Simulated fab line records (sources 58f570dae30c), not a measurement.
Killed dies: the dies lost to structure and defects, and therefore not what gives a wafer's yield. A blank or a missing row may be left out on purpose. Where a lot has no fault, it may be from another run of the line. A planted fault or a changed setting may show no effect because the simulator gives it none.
Split-lot study / flow berkeley_cmos170 / on a route of 331 steps: 5 lots, 23 wafers read

## ABOUT THE SPLIT
At UCB170_NVT_IMPLANT_07, the setting energy_kev was moved away from the recipe's 50 on 9 of the 23 wafers read, by -2.9% to +2.8%. The other wafers ran this setting at the recipe's value.

The reading comes from the split's own step.

## THE READING
implant.drp_nm (the simulator's own value, which no gauge read), in nm, at UCB170_NVT_IMPLANT_07. No usual value for it is given in the file.

wafer=L074.1; tool, chamber at the split=implanter-04, 0; energy_kev as run=48.6; against the recipe=-2.8%; implant.drp_nm, nm=18.19; against lot-mates on the recipe=-0.38
wafer=L074.2; tool, chamber at the split=implanter-04, 0; energy_kev as run=48.6; against the recipe=-2.8%; implant.drp_nm, nm=18.19; against lot-mates on the recipe=-0.38
wafer=L074.4; tool, chamber at the split=implanter-04, 0; energy_kev as run=48.6; against the recipe=-2.8%; implant.drp_nm, nm=18.19; against lot-mates on the recipe=-0.38
wafer=L074.5; tool, chamber at the split=implanter-04, 0; energy_kev as run=50; against the recipe=recipe; implant.drp_nm, nm=18.57; against lot-mates on the recipe=-
wafer=L074.6; tool, chamber at the split=implanter-04, 0; energy_kev as run=50; against the recipe=recipe; implant.drp_nm, nm=18.57; against lot-mates on the recipe=-
wafer=L075.1; tool, chamber at the split=implanter-01, 0; energy_kev as run=48.56; against the recipe=-2.9%; implant.drp_nm, nm=18.18; against lot-mates on the recipe=-0.39
wafer=L075.3; tool, chamber at the split=implanter-01, 0; energy_kev as run=48.56; against the recipe=-2.9%; implant.drp_nm, nm=18.18; against lot-mates on the recipe=-0.39
wafer=L075.2; tool, chamber at the split=implanter-01, 0; energy_kev as run=50; against the recipe=recipe; implant.drp_nm, nm=18.57; against lot-mates on the recipe=-
wafer=L075.4; tool, chamber at the split=implanter-01, 0; energy_kev as run=50; against the recipe=recipe; implant.drp_nm, nm=18.57; against lot-mates on the recipe=-
wafer=L075.6; tool, chamber at the split=implanter-01, 0; energy_kev as run=50; against the recipe=recipe; implant.drp_nm, nm=18.57; against lot-mates on the recipe=-
wafer=L079.1; tool, chamber at the split=implanter-04, 0; energy_kev as run=50; against the recipe=recipe; implant.drp_nm, nm=18.57; against lot-mates on the recipe=-
wafer=L079.2; tool, chamber at the split=implanter-04, 0; energy_kev as run=50; against the recipe=recipe; implant.drp_nm, nm=18.57; against lot-mates on the recipe=-
wafer=L079.5; tool, chamber at the split=implanter-04, 0; energy_kev as run=50; against the recipe=recipe; implant.drp_nm, nm=18.57; against lot-mates on the recipe=-
wafer=L079.3; tool, chamber at the split=implanter-04, 0; energy_kev as run=51.42; against the recipe=+2.8%; implant.drp_nm, nm=18.95; against lot-mates on the recipe=+0.38
wafer=L079.6; tool, chamber at the split=implanter-04, 0; energy_kev as run=51.42; against the recipe=+2.8%; implant.drp_nm, nm=18.95; against lot-mates on the recipe=+0.38
wafer=L081.1; tool, chamber at the split=implanter-04, 0; energy_kev as run=50; against the recipe=recipe; implant.drp_nm, nm=18.57; against lot-mates on the recipe=-
wafer=L081.5; tool, chamber at the split=implanter-04, 0; energy_kev as run=50; against the recipe=recipe; implant.drp_nm, nm=18.57; against lot-mates on the recipe=-
wafer=L081.6; tool, chamber at the split=implanter-04, 0; energy_kev as run=50; against the recipe=recipe; implant.drp_nm, nm=18.57; against lot-mates on the recipe=-
wafer=L081.2; tool, chamber at the split=implanter-04, 0; energy_kev as run=48.65; against the recipe=-2.7%; implant.drp_nm, nm=18.21; against lot-mates on the recipe=-0.36
wafer=L081.4; tool, chamber at the split=implanter-04, 0; energy_kev as run=48.65; against the recipe=-2.7%; implant.drp_nm, nm=18.21; against lot-mates on the recipe=-0.36
wafer=L085.1; tool, chamber at the split=implanter-04, 0; energy_kev as run=50; against the recipe=recipe; implant.drp_nm, nm=18.57; against lot-mates on the recipe=-
wafer=L085.3; tool, chamber at the split=implanter-04, 0; energy_kev as run=50; against the recipe=recipe; implant.drp_nm, nm=18.57; against lot-mates on the recipe=-
wafer=L085.6; tool, chamber at the split=implanter-04, 0; energy_kev as run=50; against the recipe=recipe; implant.drp_nm, nm=18.57; against lot-mates on the recipe=-

THE FIT
A straight line over all 23 wafers: implant.drp_nm changes by +0.135 nm for each +1% of energy_kev; r = +1.00; the points scatter about the line by 0.0018 nm.
The same after taking each lot's own level away (the mean of its wafers on the recipe; 23 wafers): +0.135 nm for each +1%; r = +1.00; scatter 0.0018 nm.
On that fit, the largest move of energy_kev shifts the reading by 0.39 nm.
The lots' own levels span 18.570 to 18.570 nm.
The two slopes are in agreement: the lot-to-lot level therefore moves the slope only a little.
Check: -0.388 nm against its lot-mates is what the line predicts for one of the wafers moved furthest among these (-2.9%) when that wafer is left out of the fit. It came out at -0.39 nm against them.

## OTHER SPLITS APPLIED TO THESE WAFERS
Note: prior to the reading, these wafers also went through further splits. Each is held against what the fit with the lots' levels taken away leaves over:
other split on the same wafers=UCB170_NWELL_COAT_07 spin_rpm; wafers away from the commonest value=9; r with implant.drp_nm (lot level and that fit taken away)=+0.01
other split on the same wafers=UCB170_NWELL_IMPLANT_14 dose_cm2; wafers away from the commonest value=7; r with implant.drp_nm (lot level and that fit taken away)=-0.25
other split on the same wafers=UCB170_PWELL_COAT_08 resist_thk_nm; wafers away from the commonest value=5; r with implant.drp_nm (lot level and that fit taken away)=+0.14
other split on the same wafers=UCB170_PWELL_ETCH_14 rf_w; wafers away from the commonest value=9; r with implant.drp_nm (lot level and that fit taken away)=+0.38
other split on the same wafers=UCB170_ACTIVE_OXIDATION_02 temp_c; wafers away from the commonest value=15; r with implant.drp_nm (lot level and that fit taken away)=+0.34
other split on the same wafers=UCB170_ACTIVE_COAT_08 spin_rpm; wafers away from the commonest value=8; r with implant.drp_nm (lot level and that fit taken away)=-0.01

## THE WHOLE CHAIN: every reading that the file lists as answering this split, in the file's order
step=UCB170_NVT_IMPLANT_07; what it does=; reading=implant.rp_nm (the simulator's own value, which no gauge read); change (the file's fit)=+0.363 nm for each +1% of the setting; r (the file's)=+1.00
step=UCB170_NVT_IMPLANT_07; what it does=; reading=implant.drp_nm (the simulator's own value, which no gauge read); change (the file's fit)=+0.134 nm for each +1% of the setting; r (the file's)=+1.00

## THE FILE'S OWN FIT
implant.drp_nm changes by +0.134 nm for each +1% of energy_kev, r = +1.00.
